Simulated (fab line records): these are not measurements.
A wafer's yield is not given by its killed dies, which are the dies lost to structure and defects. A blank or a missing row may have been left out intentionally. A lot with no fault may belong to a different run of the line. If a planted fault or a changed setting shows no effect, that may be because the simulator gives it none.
Which tool did it? :: flow rit_cmos :: 15 lots with 45 wafers sampled at 4 steps, on a route of 202 steps

WHAT EACH GAUGE READ, for each wafer
RIT_NWELL_TW_MEAS_10. Usual: NWELL_TW gives 2121 (standard deviation 16).
lot: L855
measured: day 2 01:22
on: film_metro-03
NWELL_TW: 2096 2106 2100
flag: 

lot: L856
measured: day 2 07:11
on: film_metro-03
NWELL_TW: 2089 2101 2107
flag: 

lot: L857
measured: day 2 13:16
on: film_metro-04
NWELL_TW: 2135 2132 2137
flag: 

lot: L859
measured: day 2 22:23
on: film_metro-01
NWELL_TW: 2109 2109 2112
flag: 

lot: L860
measured: day 3 01:58
on: film_metro-03
NWELL_TW: 2106 2099 2104
flag: 

lot: L861
measured: day 3 04:38
on: film_metro-04
NWELL_TW: 2119 2135 2139
flag: 

lot: L862
measured: day 3 09:32
on: film_metro-03
NWELL_TW: 2115 2104 2115
flag: 

lot: L868
measured: day 4 14:45
on: film_metro-01
NWELL_TW: 2107 2106 2113
flag: 

lot: L869
measured: day 4 21:06
on: film_metro-01
NWELL_TW: 2109 2116 2116
flag: 

lot: L870
measured: day 5 03:31
on: film_metro-04
NWELL_TW: 2137 2143 2139
flag: 

lot: L873
measured: day 5 16:38
on: film_metro-01
NWELL_TW: 2118 2125 2118
flag: 

lot: L875
measured: day 6 12:14
on: film_metro-01
NWELL_TW: 2138 2125 2137
flag: 

lot: L876
measured: day 6 16:35
on: film_metro-01
NWELL_TW: 2117 2135 2120
flag: 

lot: L877
measured: day 6 16:49
on: film_metro-04
NWELL_TW: 2143 2142 2142
flag: 

lot: L878
measured: day 7 01:36
on: film_metro-03
NWELL_TW: 2101 2107 2115
flag: 

RIT_PLDD_TW_MEAS_10. Usual: PLDD_TW gives 2334 (standard deviation 18).
lot: L855
measured: day 3 03:14
on: film_metro-01
PLDD_TW: 2316 2318 2330
flag: 

lot: L856
measured: day 3 09:01
on: film_metro-01
PLDD_TW: 2316 2326 2325
flag: 

lot: L857
measured: day 3 11:39
on: film_metro-01
PLDD_TW: 2329 2313 2321
flag: 

lot: L859
measured: day 4 01:44
on: film_metro-04
PLDD_TW: 2346 2335 2338
flag: 

lot: L860
measured: day 4 01:53
on: film_metro-02
PLDD_TW: 2363 2361 2374
flag: 

lot: L861
measured: day 4 04:58
on: film_metro-01
PLDD_TW: 2338 2316 2322
flag: 

lot: L862
measured: day 4 15:52
on: film_metro-01
PLDD_TW: 2314 2314 2326
flag: 

lot: L868
measured: day 5 16:16
on: film_metro-02
PLDD_TW: 2352 2364 2352
flag: 

lot: L869
measured: day 6 05:56
on: film_metro-04
PLDD_TW: 2341 2356 2338
flag: 

lot: L870
measured: day 6 19:17
on: film_metro-02
PLDD_TW: 2370 2362 2364
flag: 

lot: L873
measured: day 7 06:53
on: film_metro-04
PLDD_TW: 2351 2345 2344
flag: 

lot: L875
measured: day 7 14:47
on: film_metro-01
PLDD_TW: 2323 2331 2322
flag: 

lot: L876
measured: day 7 22:35
on: film_metro-01
PLDD_TW: 2321 2326 2327
flag: 

lot: L877
measured: day 7 20:23
on: film_metro-01
PLDD_TW: 2329 2330 2318
flag: 

lot: L878
measured: day 8 02:06
on: film_metro-02
PLDD_TW: 2348 2360 2361
flag: 

RIT_M1_RS_MEAS_01: the measuring method here is four-point-probe. Usual: M1_AL_RS gives 0.0737 ohm/sq (standard deviation 0.001).
lot: L855
measured: day 3 13:24
on: film_metro-02
M1_AL_RS (ohm/sq): 0.0736 0.0736 0.0732
flag: 

lot: L856
measured: day 3 18:31
on: film_metro-04
M1_AL_RS (ohm/sq): 0.0730 0.0730 0.0725
flag: 

lot: L857
measured: day 3 21:11
on: film_metro-01
M1_AL_RS (ohm/sq): 0.0725 0.0722 0.0722
flag: 

lot: L859
measured: day 4 12:28
on: film_metro-01
M1_AL_RS (ohm/sq): 0.0716 0.0731 0.0716
flag: 

lot: L860
measured: day 4 13:15
on: film_metro-02
M1_AL_RS (ohm/sq): 0.0731 0.0733 0.0727
flag: 

lot: L861
measured: day 4 16:25
on: film_metro-01
M1_AL_RS (ohm/sq): 0.0754 0.0760 0.0750
flag: 

lot: L862
measured: day 5 03:05
on: film_metro-02
M1_AL_RS (ohm/sq): 0.0728 0.0730 0.0727
flag: 

lot: L868
measured: day 6 02:36
on: film_metro-02
M1_AL_RS (ohm/sq): 0.0740 0.0736 0.0754
flag: 

lot: L869
measured: day 6 15:53
on: film_metro-01
M1_AL_RS (ohm/sq): 0.0745 0.0743 0.0751
flag: 

lot: L870
measured: day 7 04:56
on: film_metro-01
M1_AL_RS (ohm/sq): 0.0725 0.0725 0.0734
flag: 

lot: L873
measured: day 7 17:16
on: film_metro-01
M1_AL_RS (ohm/sq): 0.0741 0.0744 0.0743
flag: 

lot: L875
measured: day 8 02:15
on: film_metro-04
M1_AL_RS (ohm/sq): 0.0738 0.0747 0.0741
flag: 

lot: L876
measured: day 8 08:50
on: film_metro-02
M1_AL_RS (ohm/sq): 0.0754 0.0750 0.0756
flag: 

lot: L877
measured: day 8 07:18
on: film_metro-04
M1_AL_RS (ohm/sq): 0.0735 0.0742 0.0747
flag: 

lot: L878
measured: day 8 12:50
on: film_metro-01
M1_AL_RS (ohm/sq): 0.0736 0.0735 0.0734
flag: 

WHAT TOOL EACH LOT RAN ON (gives the tool, then ch and the chambers of the sampled wafers, and finally the start)
lot: L855
RIT_NLDD_IMPLANT_08: implanter-01 ch 0, day 3 01:22

lot: L856
RIT_NLDD_IMPLANT_08: implanter-03 ch 0, day 3 07:10

lot: L857
RIT_NLDD_IMPLANT_08: implanter-02 ch 0, day 3 09:47

lot: L859
RIT_NLDD_IMPLANT_08: implanter-01 ch 0, day 3 23:47

lot: L860
RIT_NLDD_IMPLANT_08: implanter-03 ch 0, day 4 00:03

lot: L861
RIT_NLDD_IMPLANT_08: implanter-03 ch 0, day 4 03:05

lot: L862
RIT_NLDD_IMPLANT_08: implanter-01 ch 0, day 4 14:00

lot: L868
RIT_NLDD_IMPLANT_08: implanter-03 ch 0, day 5 14:24

lot: L869
RIT_NLDD_IMPLANT_08: implanter-03 ch 0, day 6 04:05

lot: L870
RIT_NLDD_IMPLANT_08: implanter-03 ch 0, day 6 17:35

lot: L873
RIT_NLDD_IMPLANT_08: implanter-02 ch 0, day 7 04:47

lot: L875
RIT_NLDD_IMPLANT_08: implanter-01 ch 0, day 7 12:58

lot: L876
RIT_NLDD_IMPLANT_08: implanter-02 ch 0, day 7 20:50

lot: L877
RIT_NLDD_IMPLANT_08: implanter-02 ch 0, day 7 18:28

lot: L878
RIT_NLDD_IMPLANT_08: implanter-02 ch 0, day 8 00:11
- RIT_NLDD_IMPLANT_08

AS READ BY THE TOOLS THEMSELVES (means over the sampled wafers that have a number; for cases with no such wafer, the mark the record gives instead)
RIT_NLDD_IMPLANT_08. Usual: beam_energy_keV 20.000, standard deviation 0.0062; end_station_pressure_torr 6.3e-06 Torr, standard deviation 3.2e-07.
lot: L855
tool: implanter-01
beam_energy_keV: 19.994
end_station_pressure_torr (Torr): 6.4e-06
flag: 

lot: L856
tool: implanter-03
beam_energy_keV: 20.003
end_station_pressure_torr (Torr): 6.4e-06
flag: 

lot: L857
tool: implanter-02
beam_energy_keV: 19.994
end_station_pressure_torr (Torr): 6.1e-06
flag: 

lot: L859
tool: implanter-01
beam_energy_keV: 20.002
end_station_pressure_torr (Torr): 6.2e-06
flag: 

lot: L860
tool: implanter-03
beam_energy_keV: 20.008
end_station_pressure_torr (Torr): 6.2e-06
flag: 

lot: L861
tool: implanter-03
beam_energy_keV: 20.004
end_station_pressure_torr (Torr): 6.2e-06
flag: 

lot: L862
tool: implanter-01
beam_energy_keV: 19.999
end_station_pressure_torr (Torr): 6.7e-06
flag: 

lot: L868
tool: implanter-03
beam_energy_keV: 20.192
end_station_pressure_torr (Torr): 6.1e-06
flag: OFF

lot: L869
tool: implanter-03
beam_energy_keV: 20.190
end_station_pressure_torr (Torr): 6.3e-06
flag: OFF

lot: L870
tool: implanter-03
beam_energy_keV: 20.192
end_station_pressure_torr (Torr): 6.6e-06
flag: OFF

lot: L873
tool: implanter-02
beam_energy_keV: 20.001
end_station_pressure_torr (Torr): 6.4e-06
flag: 

lot: L875
tool: implanter-01
beam_energy_keV: 19.998
end_station_pressure_torr (Torr): 6.2e-06
flag: 

lot: L876
tool: implanter-02
beam_energy_keV: 19.995
end_station_pressure_torr (Torr): 6.4e-06
flag: 

lot: L877
tool: implanter-02
beam_energy_keV: 19.997
end_station_pressure_torr (Torr): 6.3e-06
flag: 

lot: L878
tool: implanter-02
beam_energy_keV: 20.002
end_station_pressure_torr (Torr): 6.3e-06
flag: 

THE ANSWER, worked out from the rows above alone
Rule: lot off if the mean of its wafers having a number is beyond 3 standard deviations from the usual mean. A lot without any number at a reading at which 4 lots or more have one is off too. All remaining lots with rows at the step are treated as sound. After the gauges, taken in route order, come the tools' own readings; for these a lot's mean is taken, as printed above. The first step at which some lot is off is used, and at that step the reading that is off furthest; a lot without a number counts as furthest.
Off: L868, L869, L870 (RIT_NLDD_IMPLANT_08, beam_energy_keV).
A tool fits if, at that step or a process step before it, it ran every lot that is off, and no sound lot after the first of them. One fits: RIT_NLDD_IMPLANT_08 on implanter-03. Its last sound lot is L861 (day 4 03:05), its first lot that is off L868 (day 5 14:24): a fault that began between those two fits.
On the lots that are off, the tool's own readings at RIT_NLDD_IMPLANT_08 differ by more than 5 times the standard deviation of the sound lots' means, which bears it out; beam_energy_keV reads 20.191 there versus 20.000 on the sound lots.

WHAT THE SIMULATOR PUT IN
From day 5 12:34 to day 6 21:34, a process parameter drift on implanter-03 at RIT_NLDD_IMPLANT_08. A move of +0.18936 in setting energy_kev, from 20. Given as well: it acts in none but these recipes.
Shown lots that were struck: L868, L869, L870. This agrees with what the rule above found.
